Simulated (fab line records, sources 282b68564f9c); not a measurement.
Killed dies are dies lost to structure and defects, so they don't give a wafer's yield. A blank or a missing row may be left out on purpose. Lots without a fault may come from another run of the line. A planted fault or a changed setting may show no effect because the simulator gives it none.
fab line records | flow rit_cmos
record lots=14 wafers=42 last_day=7
route steps=202 shown FOX1@20
lots that met no fault: from a run of the same line without faults
start_h: hours from the record's first day to the start of the lot's first wafer shown | wait_h: hours since the lot's step before | " the same as in the row above | L1.1+2: a row that stands for several wafers | - no value, or no start given | * or withheld: withheld | < > ~ a bound
route shown NAME@n: a module of which the file shows steps, and the number in the route of the first | usual: mean/standard deviation of fault-free wafers | same: alike in all rows | chamber/n: place in a boat | sites: the reading at each site | _std_site: their standard deviation | _edge_site: outer sites' mean less inner sites' | radius_mm: how far each site lies from the wafer's centre | mask NAME#n: copy n | behind: the tool/chamber that last shaped the wafer | hold: why the lot was held/for how many hours/how that ended | device: the transistor (n, p or np) that didn't switch | end of line: the same wafers' tests at the end of the route | a step without rows: its recipe alone | killed: dies lost to structure and defects at the first sort, not the wafer's yield | map: a wafer's dies, x killed, . not, _ none there
set.NAME: the setting as run; set.NAME@STEP: as run at that earlier step | model.NAME: the simulator's own value behind a step, which no gauge read
steps of the route over a sample of lots; a table a step, a row a wafer
services: from which hour (start_h, from the record's first day; less than 0 if before it) a tool's chamber was out of use, for how many hours, and why
## steps
# step RIT_FOX1_OXIDATION_00
# recipe temp_c=1100 ambient=H2O target_thk_a=3507 p_h2o_torr=720 ox_time_s=1130
# usual spike_tc_centre_C=1102.4/1.7 spike_tc_load_C=1128/3.1 spike_tc_source_C=1127/3.6 tube_center_temp_C=1100/0.097 tube_center_temp_C_max=1102.8/0.44
# columns lot.wafer tool chamber start_h wait_h spike_tc_centre_C spike_tc_load_C spike_tc_source_C tube_center_temp_C tube_center_temp_C_max
L707.2 furnace-04 0 18.48 1.3 1098.8 1127 1130 1100 1102.5
L707.3 " 0 " " 1098.8 1129 1130 1099.9 1103.0
L707.4 " 0 " " 1100.6 1128 1131 1100 1102.9
L708.2 furnace-01 0 24.28 3.6 1101.9 1122 1119 1099.9 1102.6
L708.3 " 0 " " 1102.2 1122 1120 1099.9 1102.4
L708.5 " 0 " " 1102.7 1121 1120 1100 1102.8
L709.4 furnace-03 0 31.17 3.2 1101.1 1130 1128 1099.9 1102.7
L709.5 " 0 " " 1104.7 1129 1128 1100 1102.8
L709.6 " 0 " " 1104.5 1131 1128 1100 1102.8
L711.1 furnace-01 0 39.49 1.4 1102.2 1124 1118 1099.9 1102.2
L711.2 " 0 " " 1102.3 1122 1120 1099.9 1102.6
L711.6 " 0 " " 1102.8 1123 1122 1100.1 1102.6
L712.4 furnace-03 0 42.75 1.1 1103.3 1129 1127 1099.9 1102.3
L712.5 " 0 " " 1103.8 1129 1128 1099.8 1102.2
L712.6 " 0 " " 1102.5 1129 1129 1099.9 1102.7
L714.1 furnace-04 0 61.14 8.4 1100.8 1128 1128 1100.1 1102.8
L714.3 " 0 " " 1099.4 1128 1128 1100.1 1102.6
L714.4 " 0 " " 1101.5 1129 1128 1099.9 1102.4
L715.1 furnace-04 0 61.14 0.8 1100.1 1130 1130 1100 1102.9
L715.3 " 0 " " 1100.4 1127 1131 1100.1 1102.8
L715.4 " 0 " " 1099.5 1127 1129 1099.9 1103.6
L718.2 furnace-03 0 77.24 5.0 1104.2 1129 1129 1099.9 1102.8
L718.4 " 0 " " 1103.9 1131 1128 1100 1102.4
L718.6 " 0 " " 1104.8 1127 1127 1099.9 1102.4
L719.1 furnace-03 0 85.87 5.1 1102.6 1130 1129 1099.9 1103.3
L719.3 " 0 " " 1105.0 1131 1129 1100.1 1102.7
L719.6 " 0 " " 1103.3 1128 1129 1100.1 1102.4
L720.2 furnace-03 0 85.87 4.8 1103.1 1130 1129 1100 1102.5
L720.3 " 0 " " 1103.9 1129 1127 1100 1102.6
L720.4 " 0 " " 1104.3 1130 1128 1100 1102.6
L721.1 furnace-03 0 92.99 3.5 1129.0 1156 1153 1124.9 1127.4
L721.3 " 0 " " 1129.3 1155 1153 1124.9 1127.6
L721.5 " 0 " " 1128.3 1156 1154 1125 1127.5
L722.1 furnace-03 0 96.69 1.5 1128.6 1156 1153 1125 1127.6
L722.3 " 0 " " 1127.2 1155 1154 1125 1128.5
L722.5 " 0 " " 1128.1 1155 1157 1125 1127.6
L724.1 furnace-01 0 104.14 2.5 1103.3 1124 1120 1099.9 1102.7
L724.5 " 0 " " 1101.7 1122 1120 1099.9 1103.0
L724.6 " 0 " " 1103.3 1123 1119 1100.1 1102.7
L725.1 furnace-04 0 112.60 1.4 1100.2 1130 1129 1099.8 1102.4
L725.2 " 0 " " 1100.7 1128 1128 1100.1 1102.1
L725.5 " 0 " " 1100.0 1128 1130 1099.9 1102.3
# step RIT_FOX1_THK_MEAS_01
# recipe reads=SiO2_of_FOX1_OXIDATION_00
# usual FOX1_OXIDE_THK=351/5.3
# columns lot.wafer tool chamber start_h wait_h FOX1_OXIDE_THK[nm]
L707.2 film_metro-02 - 19.80 0.0 342
L707.3 " - " " 343
L707.4 " - " " 344
L708.2 film_metro-04 - 25.61 0.0 350
L708.3 " - " " 353
L708.5 " - " " 345
L709.4 film_metro-02 - 32.52 0.0 347
L709.5 " - " " 347
L709.6 " - " " 343
L711.1 film_metro-02 - 40.80 0.0 358
L711.2 " - " " 353
L711.6 " - " " 356
L712.4 film_metro-04 - 44.09 0.0 350
L712.5 " - " " 350
L712.6 " - " " 350
L714.1 film_metro-02 - 62.46 0.0 346
L714.3 " - " " 344
L714.4 " - " " 350
L715.1 film_metro-04 - 62.46 0.0 351
L715.3 " - " " 349
L715.4 " - " " 339
L718.2 film_metro-04 - 78.57 0.0 350
L718.4 " - " " 355
L718.6 " - " " 352
L719.1 film_metro-02 - 87.19 0.0 350
L719.3 " - " " 351
L719.6 " - " " 350
L720.2 film_metro-04 - 87.20 0.0 356
L720.3 " - " " 362
L720.4 " - " " 354
L721.1 film_metro-02 - 94.30 0.0 394
L721.3 " - " " 395
L721.5 " - " " 399
L722.1 film_metro-04 - 98.00 0.0 401
L722.3 " - " " 397
L722.5 " - " " 396
L724.1 film_metro-02 - 105.46 0.0 355
L724.5 " - " " 360
L724.6 " - " " 355
L725.1 film_metro-04 - 113.91 0.0 350
L725.2 " - " " 346
L725.5 " - " " 345
## services
# columns tool chamber start_h hours kind
furnace-01 - -3.50 3.4 pm
furnace-04 - 20.87 8.5 pm
furnace-04 - 29.39 4.1 pm
furnace-03 - 54.34 3.5 pm
furnace-01 - 75.16 19.3 repair
furnace-01 - 94.50 2.9 pm
furnace-03 - 98.00 2.9 pm
furnace-03 - 99.99 10.3 repair
## key
first_sign step=RIT_FOX1_OXIDATION_00 reading=tube_center_temp_C direction=up sigmas=99+ usual=* struck=*
effect step=RIT_FOX1_OXIDATION_00 reading=tube_center_temp_C_max direction=up sigmas=57 usual=* struck=*
effect step=RIT_FOX1_THK_MEAS_01 reading=FOX1_OXIDE_THK direction=up sigmas=8.7 usual=351 struck=397
met_at RIT_FOX1_OXIDATION_00
struck_lots L721,L722
tester_left_out L721,L722
onset_between 85.87 92.99
fault kind=process_parameter_drift tool=furnace-03 chamber=- onset_h=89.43 steps=RIT_FOX1_OXIDATION_00 channel=temp_c offset=* shape=step end_h=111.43 acts_in=* stated=*
# tester_left_out: of these lots the tester's yield and bins aren't shown, on N5 and GAA mostly nor the transistor test; their killed dies are dies lost to structure and defects alone, not to doping, threshold or leakage, so they don't give the yield
